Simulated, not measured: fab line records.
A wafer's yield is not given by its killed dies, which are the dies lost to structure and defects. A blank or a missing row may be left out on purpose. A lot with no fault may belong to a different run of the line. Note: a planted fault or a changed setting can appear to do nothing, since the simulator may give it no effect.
Which of the tools did it? + flow berkeley_cmos170 + 21 wafers sampled from 7 lots at 1 step of a route of 331

## WHAT THE GAUGES READ, wafer by wafer
UCB170_V1_CD_MEAS_90: target cd 700 nm.
| lot  | measured     | on        | cd_nm (nm)        |
|------|--------------|-----------|-------------------|
| L862 | day 7 16:49  | cd_sem-02 | 700.5 699.6 701.5 |
| L866 | day 8 10:41  | cd_sem-02 | 696.3 696.3 695.6 |
| L873 | day 10 05:21 | cd_sem-01 | 698.8 701.0 698.1 |
| L877 | day 10 11:41 | cd_sem-01 | 699.5 701.0 699.1 |
| L878 | day 10 19:29 | cd_sem-01 | 702.9 701.9 703.1 |
| L882 | day 11 16:04 | cd_sem-01 | 699.2 697.7 700.4 |
| L885 | day 12 03:43 | cd_sem-02 | 699.6 700.2 700.3 |

## TOOL THAT RAN EACH LOT (tool first, then ch and the chambers of the sampled wafers, then the start)
Before these readings, the record contains no process step.

## THE ANSWER, worked out from the rows above alone
Rule: the lots themselves supply what counts as usual. Put in order of their means at a reading, lots are off if they are a third of the lots or fewer, leave a main group of 4 or more, and stand apart from it by a gap of 3 or more times the standard deviation of the main group's means; of several such gaps the widest counts. A main group is skipped when, at the precision printed for the reading in the tables above, its means are all equal. A lot without any number at a reading at which 4 lots or more have one is off too. Where the step has rows for the other lots, those lots are counted as sound.
Nothing can be told from this: no lot is off at any reading shown.

## WHAT THE SIMULATOR HAD INSERTED
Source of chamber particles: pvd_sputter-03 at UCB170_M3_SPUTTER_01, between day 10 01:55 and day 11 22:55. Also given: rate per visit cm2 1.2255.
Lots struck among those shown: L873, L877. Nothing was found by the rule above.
